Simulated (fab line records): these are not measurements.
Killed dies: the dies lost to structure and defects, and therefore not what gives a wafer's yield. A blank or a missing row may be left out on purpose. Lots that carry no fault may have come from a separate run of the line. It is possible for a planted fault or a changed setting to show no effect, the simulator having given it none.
fab line records ; flow berkeley_cmos170
record lots=14; wafers=42; last_day=11
route steps=331 shown GATE@141 PLDD@155 NSD@193 CONTACT@231
lots that met no fault: taken from a fault-free run of the same line
start_h: hours from the record's first day to the start of the lot's first wafer shown ; wait_h: time in hours since the lot's previous step ; " repeats the value in the row above ; L1.1+2: one row covering several wafers at once ; - either no value or no given start ; * or withheld: withheld ; < > ~ a bound
route shown NAME@n: names a module that has steps shown in the file, with the first one's number in the route ; usual: mean and standard deviation over wafers with no fault ; same: alike in all rows ; chamber/n: place in a boat ; sites: the reading at each site ; _std_site: their standard deviation ; _edge_site: inner sites' mean taken away from outer sites' mean ; radius_mm: how far each site lies from the wafer's centre ; mask NAME#n: copy n ; behind: the tool/chamber that last shaped the wafer ; hold: why the lot was held/for how many hours/how that ended ; device: which transistor (n, p or np) failed to switch ; end of line: the same wafers' tests at the end of the route ; for a step that has no rows: nothing shown but its recipe ; killed: count of dies lost to structure and defects at first sort (not the wafer's yield) ; map: a wafer's dies, marking killed ones x, the rest . and places with no die _
set.NAME: the run value of the setting; set.NAME@STEP: its run value at that earlier step ; model.NAME: the simulator's own value behind a step, which no gauge read
the route's steps for a sample of lots (tables are steps, rows are wafers)
services: from which hour (start_h, from the record's first day; less than 0 if before it) a tool's chamber was out of use, for how many hours, and why
## steps
# step UCB170_GATE_ETCH_15
# recipe chemistry=HBr/Cl2; target=poly-Si; stop_on=SiO2; over_etch_frac=0.3; icp_w=300; bias_w=150; time_s=56.3; pressure_mtorr=15; HBr_flow_sccm=150; Cl2_flow_sccm=50; target_depth_a=2782
# usual HBr_flow_sccm=150.0/0.51; bias_w=150.0/0.4; chamber_pressure_mTorr=15.001/0.014; drypump_motor_current_A=5.4/0.42; oes_product_au=0.832/0.015; throttle_valve_pct=26.51/0.22
lot.wafer;tool;chamber;start_h;wait_h;HBr_flow_sccm;bias_w;chamber_pressure_mTorr;drypump_motor_current_A;oes_product_au;rf_hours_counter_h;throttle_valve_pct
L554.1;rie_si-02;1;119.62;-;149.9;149.8;15.005;5.2;0.810;130;26.34
L554.2;rie_si-02;3;119.62;-;149.4;150.9;14.993;4.8;0.844;81;26.43
L554.5;rie_si-02;3;119.62;-;149.7;150.1;14.997;4.8;0.840;-;26.42
L553.1;rie_si-02;3;119.83;-;149.2;150.2;15.011;4.8;0.842;81;26.42
L553.4;rie_si-02;3;119.83;-;150.2;150.2;15.033;4.8;0.853;-;26.41
L553.5;rie_si-02;1;119.83;-;150.9;149.8;14.995;5.2;0.822;-;26.32
L556.2;rie_si-02;2;132.79;-;150.6;150.2;14.995;5.8;0.840;71;26.47
L556.3;rie_si-02;0;132.79;-;150.4;150.2;14.999;5.6;0.824;0;26.17
L556.5;rie_si-02;1;132.79;-;149.7;150.0;15.013;5.2;0.804;-;26.33
L555.4;rie_si-01;0;133.07;-;150.5;150.3;15.009;4.7;0.845;66;26.89
L555.5;rie_si-01;0;133.07;-;150.7;149.6;14.989;4.7;0.849;-;26.89
L555.6;rie_si-01;3;133.07;-;150.9;149.4;14.991;5.5;0.819;-;26.75
L557.3;rie_si-02;3;147.08;-;150.5;150.0;15.007;4.8;0.843;81;26.44
L557.4;rie_si-02;3;147.08;-;150.7;149.0;14.994;4.8;0.839;-;26.45
L557.5;rie_si-02;0;147.08;-;149.8;150.6;14.984;5.7;0.840;-;26.18
L558.1;rie_si-01;1;147.36;-;149.9;149.6;15.021;5.6;0.801;1;26.52
L558.3;rie_si-01;2;147.36;-;150.0;150.6;14.979;5.9;0.826;2;26.61
L558.4;rie_si-01;0;147.36;-;151.0;149.4;14.993;4.8;0.833;66;26.89
L559.1;rie_si-02;3;161.94;-;149.5;150.7;15.018;4.8;0.854;81;26.42
L559.4;rie_si-02;3;161.94;-;150.1;149.8;14.998;4.8;0.855;-;26.43
L559.6;rie_si-02;2;161.94;-;150.3;150.2;14.976;5.7;0.852;-;26.47
L560.1;rie_si-01;1;162.27;-;150.1;149.6;14.996;5.6;0.809;1;26.53
L560.3;rie_si-01;3;162.27;-;149.7;149.6;15.020;5.5;0.823;0;26.75
L560.5;rie_si-01;0;162.27;-;149.7;150.1;15.036;4.8;0.846;-;26.89
L561.2;rie_si-01;1;170.71;-;149.7;150.2;15.006;5.6;0.817;1;26.55
L561.3;rie_si-01;2;170.71;-;150.6;150.5;15.014;5.9;0.837;2;26.60
L561.5;rie_si-01;2;170.71;-;150.4;150.4;14.996;5.9;0.819;-;26.60
L563.2;rie_si-02;2;184.73;-;150.5;150.1;14.999;5.8;0.854;72;26.46
L563.3;rie_si-02;1;184.73;-;149.2;149.9;15.019;5.2;0.850;0;26.21
L563.6;rie_si-02;3;184.73;-;149.2;150.2;14.992;4.8;0.855;-;26.42
L564.1;rie_si-01;0;188.67;-;150.0;150.0;15.004;4.7;0.837;66;26.90
L564.3;rie_si-01;3;188.67;-;150.0;149.8;15.005;5.5;0.825;0;26.75
L564.4;rie_si-01;2;188.67;-;150.6;149.9;15.001;5.9;0.820;2;26.60
L568.3;rie_si-01;1;203.31;-;150.2;200.0;14.984;5.7;0.799;1;26.53
L568.4;rie_si-01;0;203.31;-;150.2;200.2;14.980;4.7;0.839;66;26.89
L568.6;rie_si-01;0;203.31;-;150.4;200.8;15.003;4.7;0.838;-;26.89
L569.1;rie_si-01;0;207.34;-;149.5;199.8;14.976;4.7;0.840;66;26.89
L569.2;rie_si-01;2;207.34;-;149.7;200.6;14.984;5.9;0.830;2;26.60
L569.5;rie_si-01;1;207.34;-;150.3;200.3;14.981;5.6;0.803;-;26.53
L574.1;rie_si-02;1;235.26;-;148.9;150.6;14.997;5.2;0.835;0;26.23
L574.3;rie_si-02;2;235.26;-;149.2;150.3;15.010;5.8;0.842;72;26.46
L574.6;rie_si-02;0;235.26;-;149.9;149.9;15.017;5.6;0.830;-;26.18
# step UCB170_PLDD_STRIP_10
# recipe chemistry=O2; power_w=400; pressure_mtorr=3500; platen_temp_c=withheld; o2_flow_sccm=400; overash_fraction=0.5
# usual chamber_pressure_mTorr=3500/3.1; drypump_motor_current_A=5.6/0.39; o2_flow_sccm=400.2/1.1; oes_product_au=0.734/0.0044; strip_time_to_endpoint_s=21.60/0.074
# same overash_fraction=0.5
lot.wafer;tool;chamber;start_h;wait_h;chamber_pressure_mTorr;drypump_motor_current_A;o2_flow_sccm;oes_product_au;rf_hours_counter_h;strip_time_to_endpoint_s
L554.1;plasma_asher-02;0;121.91;0.1;3500;5.8;398.4;0.739;1;21.67
L554.2;plasma_asher-02;1;121.91;0.1;3500;5.8;398.9;0.737;1;21.57
L554.5;plasma_asher-02;1;121.91;0.1;3502;5.8;400.5;0.732;-;21.56
L553.1;plasma_asher-04;1;122.16;0.1;3506;5.0;401.1;0.741;34;21.62
L553.4;plasma_asher-04;0;122.16;0.1;3497;5.4;400.5;0.740;-;21.57
L553.5;plasma_asher-04;0;122.16;0.1;3504;5.4;399.6;0.725;-;21.59
L556.2;plasma_asher-02;1;135.46;0.1;3496;5.8;398.6;0.741;2;21.57
L556.3;plasma_asher-02;1;135.46;0.1;3504;5.8;398.9;0.728;-;21.68
L556.5;plasma_asher-02;0;135.46;0.1;3498;5.8;400.7;0.740;-;21.68
L555.4;plasma_asher-04;0;135.61;0.1;3496;5.4;400.7;0.739;-;21.53
L555.5;plasma_asher-04;1;135.61;0.1;3503;5.0;399.4;0.735;-;21.57
L555.6;plasma_asher-04;0;135.61;0.1;3501;5.4;400.6;0.736;-;21.47
L557.3;plasma_asher-04;1;148.90;0.1;3502;5.0;400.3;0.726;-;21.48
L557.4;plasma_asher-04;0;148.90;0.1;3498;5.4;400.3;0.729;-;21.57
L557.5;plasma_asher-04;0;148.90;0.1;3501;5.4;398.3;0.735;-;21.48
L558.1;plasma_asher-02;1;149.65;0.1;3501;5.8;402.4;0.723;4;21.52
L558.3;plasma_asher-02;1;149.65;0.1;3501;5.8;400.8;0.742;-;21.62
L558.4;plasma_asher-02;0;149.65;0.1;3503;5.8;399.8;0.736;-;21.56
L559.1;plasma_asher-04;0;163.92;0.1;3502;5.4;398.9;0.737;39;21.65
L559.4;plasma_asher-04;1;163.92;0.1;3502;5.0;398.6;0.739;-;21.64
L559.6;plasma_asher-04;0;163.92;0.1;3498;5.4;398.9;0.736;-;21.63
L560.1;plasma_asher-02;1;164.20;0.1;3496;5.8;400.3;0.739;7;21.55
L560.3;plasma_asher-02;1;164.20;0.1;3498;5.8;400.2;0.735;-;21.52
L560.5;plasma_asher-02;0;164.20;0.1;3498;5.8;399.8;0.734;-;21.57
L561.2;plasma_asher-01;1;173.44;0.1;3503;6.3;400.1;0.735;42;21.63
L561.3;plasma_asher-01;1;173.44;0.1;3506;6.3;402.0;0.731;-;21.67
L561.5;plasma_asher-01;1;173.44;0.1;3500;6.3;401.6;0.737;-;21.64
L563.2;plasma_asher-02;1;189.62;0.1;3499;5.8;401.6;0.737;9;21.46
L563.3;plasma_asher-02;1;189.62;0.1;3500;5.8;399.6;0.725;-;21.48
L563.6;plasma_asher-02;0;189.62;0.1;3498;5.8;400.0;0.730;-;21.52
L564.1;plasma_asher-02;1;190.62;0.1;3502;5.8;399.4;0.734;10;21.54
L564.3;plasma_asher-02;0;190.62;0.1;3502;5.8;399.1;0.735;-;21.53
L564.4;plasma_asher-02;1;190.62;0.1;3498;5.8;400.1;0.732;-;21.50
L568.3;plasma_asher-04;1;206.38;0.1;3499;5.0;399.3;0.738;-;21.71
L568.4;plasma_asher-04;0;206.38;0.1;3501;5.4;401.2;0.728;-;21.65
L568.6;plasma_asher-04;1;206.38;0.1;3498;5.0;399.6;0.730;-;21.68
L569.1;plasma_asher-04;0;210.35;0.1;3500;5.4;399.7;0.735;41;21.80
L569.2;plasma_asher-04;1;210.35;0.1;3506;5.0;401.8;0.734;41;21.74
L569.5;plasma_asher-04;1;210.35;0.1;3501;5.0;402.0;0.730;-;21.78
L574.1;plasma_asher-02;1;237.53;0.1;3502;5.8;401.9;0.738;14;21.66
L574.3;plasma_asher-02;0;237.53;0.1;3504;5.8;401.5;0.732;-;21.54
L574.6;plasma_asher-02;0;237.53;0.1;3497;5.8;402.3;0.733;-;21.56
# step UCB170_NSD_CD_MEAS_06
# recipe target_cd_nm=1200
# usual cd_nm=1199.8/1.5
lot.wafer;tool;chamber;start_h;wait_h;cd_nm
L554.1;cd_sem-02;-;132.27;-;1199.8
L554.2;cd_sem-02;-;132.27;-;1198.8
L554.5;cd_sem-02;-;132.27;-;1199.4
L553.1;cd_sem-01;-;132.54;-;1200.3
L553.4;cd_sem-01;-;132.54;-;1200.3
L553.5;cd_sem-01;-;132.54;-;1198.6
L556.2;cd_sem-02;-;148.84;-;1198.9
L556.3;cd_sem-02;-;148.84;-;1198.1
L556.5;cd_sem-02;-;148.84;-;1197.7
L555.4;cd_sem-02;-;149.37;-;1199.1
L555.5;cd_sem-02;-;149.37;-;1197.3
L555.6;cd_sem-02;-;149.37;-;1199.0
L557.3;cd_sem-02;-;162.96;-;1200.7
L557.4;cd_sem-02;-;162.96;-;1200.2
L557.5;cd_sem-02;-;162.96;-;1199.0
L558.1;cd_sem-02;-;163.04;-;1199.7
L558.3;cd_sem-02;-;163.04;-;1201.4
L558.4;cd_sem-02;-;163.04;-;1200.3
L559.1;cd_sem-02;-;174.34;-;1201.1
L559.4;cd_sem-02;-;174.34;-;1198.8
L559.6;cd_sem-02;-;174.34;-;1200.7
L560.1;cd_sem-01;-;174.64;-;1196.5
L560.3;cd_sem-01;-;174.64;-;1196.2
L560.5;cd_sem-01;-;174.64;-;1197.0
L561.2;cd_sem-02;-;183.68;-;1200.7
L561.3;cd_sem-02;-;183.68;-;1200.6
L561.5;cd_sem-02;-;183.68;-;1201.4
L563.2;cd_sem-01;-;203.40;-;1200.6
L563.3;cd_sem-01;-;203.40;-;1201.4
L563.6;cd_sem-01;-;203.40;-;1199.8
L564.1;cd_sem-02;-;203.65;-;1198.1
L564.3;cd_sem-02;-;203.65;-;1198.2
L564.4;cd_sem-02;-;203.65;-;1200.2
L568.3;cd_sem-01;-;217.88;-;1199.0
L568.4;cd_sem-01;-;217.88;-;1197.2
L568.6;cd_sem-01;-;217.88;-;1198.3
L569.1;cd_sem-02;-;220.07;-;1200.9
L569.2;cd_sem-02;-;220.07;-;1201.4
L569.5;cd_sem-02;-;220.07;-;1201.1
L574.1;cd_sem-01;-;247.14;-;1203.3
L574.3;cd_sem-01;-;247.14;-;1202.2
L574.6;cd_sem-01;-;247.14;-;1201.2
# step UCB170_CONTACT_CD_MEAS_15
# recipe target_cd_nm=700
# usual cd_nm=700.0/1.2
lot.wafer;tool;chamber;start_h;wait_h;cd_nm
L554.1;cd_sem-01;-;139.15;-;698.0
L554.2;cd_sem-01;-;139.15;-;700.4
L554.5;cd_sem-01;-;139.15;-;700.2
L553.1;cd_sem-02;-;139.51;-;700.0
L553.4;cd_sem-02;-;139.51;-;700.0
L553.5;cd_sem-02;-;139.51;-;698.5
L556.2;cd_sem-01;-;158.50;-;701.0
L556.3;cd_sem-01;-;158.50;-;701.5
L556.5;cd_sem-01;-;158.50;-;700.5
L555.4;cd_sem-01;-;158.78;-;699.8
L555.5;cd_sem-01;-;158.78;-;700.5
L555.6;cd_sem-01;-;158.78;-;699.5
L558.1;cd_sem-01;-;169.24;-;698.6
L558.3;cd_sem-01;-;169.24;-;700.9
L558.4;cd_sem-01;-;169.24;-;697.9
L557.3;cd_sem-02;-;169.49;-;699.1
L557.4;cd_sem-02;-;169.49;-;701.3
L557.5;cd_sem-02;-;169.49;-;699.6
L559.1;cd_sem-02;-;180.69;-;700.3
L559.4;cd_sem-02;-;180.69;-;698.9
L559.6;cd_sem-02;-;180.69;-;700.0
L560.1;cd_sem-01;-;180.98;-;699.6
L560.3;cd_sem-01;-;180.98;-;699.3
L560.5;cd_sem-01;-;180.98;-;699.2
L561.2;cd_sem-01;-;195.08;-;698.4
L561.3;cd_sem-01;-;195.08;-;699.2
L561.5;cd_sem-01;-;195.08;-;698.6
L563.2;cd_sem-01;-;210.34;-;698.7
L563.3;cd_sem-01;-;210.34;-;698.6
L563.6;cd_sem-01;-;210.34;-;700.2
L564.1;cd_sem-01;-;211.78;-;701.4
L564.3;cd_sem-01;-;211.78;-;700.7
L564.4;cd_sem-01;-;211.78;-;700.4
L568.3;cd_sem-02;-;224.83;-;699.9
L568.4;cd_sem-02;-;224.83;-;700.0
L568.6;cd_sem-02;-;224.83;-;700.0
L569.1;cd_sem-01;-;228.37;-;700.5
L569.2;cd_sem-01;-;228.37;-;700.3
L569.5;cd_sem-01;-;228.37;-;700.5
L574.1;cd_sem-01;-;255.22;-;699.6
L574.3;cd_sem-01;-;255.22;-;699.2
L574.6;cd_sem-01;-;255.22;-;699.8
## services
tool;chamber;start_h;hours;kind
plasma_asher-02;-;108.81;9.0;pm
plasma_asher-02;0;108.81;9.0;vent_cycle
plasma_asher-02;1;108.81;9.0;vent_cycle
rie_si-02;0;113.82;-;clean
rie_si-02;0;113.82;14.5;scheduled_down
rie_si-02;0;113.82;14.5;vent_cycle
plasma_asher-02;0;117.81;-;clean
plasma_asher-02;1;117.81;-;clean
plasma_asher-01;-;118.69;29.4;pm
rie_si-01;1;120.03;8.5;repair
rie_si-02;1;135.82;-;clean
rie_si-02;1;135.82;28.4;scheduled_down
rie_si-02;1;135.82;28.4;vent_cycle
rie_si-02;-;147.13;4.3;pm
plasma_asher-01;-;148.06;14.6;pm
plasma_asher-04;-;150.25;2.8;pm
plasma_asher-04;-;164.85;29.1;pm
plasma_asher-01;-;193.15;0.9;repair
plasma_asher-02;-;217.50;15.6;pm
rie_si-02;2;222.98;8.1;repair
## key
first_sign step=UCB170_GATE_ETCH_15; reading=bias_w; direction=up; sigmas=99+; usual=150.0; struck=200.3
effect none on later readings
met_at UCB170_GATE_ETCH_15
struck_lots L568,L569
tester_left_out L568,L569
not_acting_at UCB170_PLDD_STRIP_10,UCB170_NSD_CD_MEAS_06,UCB170_CONTACT_CD_MEAS_15
onset_between 188.67 203.31
fault kind=process_parameter_drift; tool=rie_si-01; chamber=-; onset_h=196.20; steps=UCB170_GATE_ETCH_15; channel=bias_w; offset=50.245; shape=step; end_h=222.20; stated=150
# tester_left_out: of these lots the tester's yield and bins aren't shown, on N5 and GAA mostly nor the transistor test; their killed dies are dies lost to structure and defects alone, not to doping, threshold or leakage, so they don't give the yield
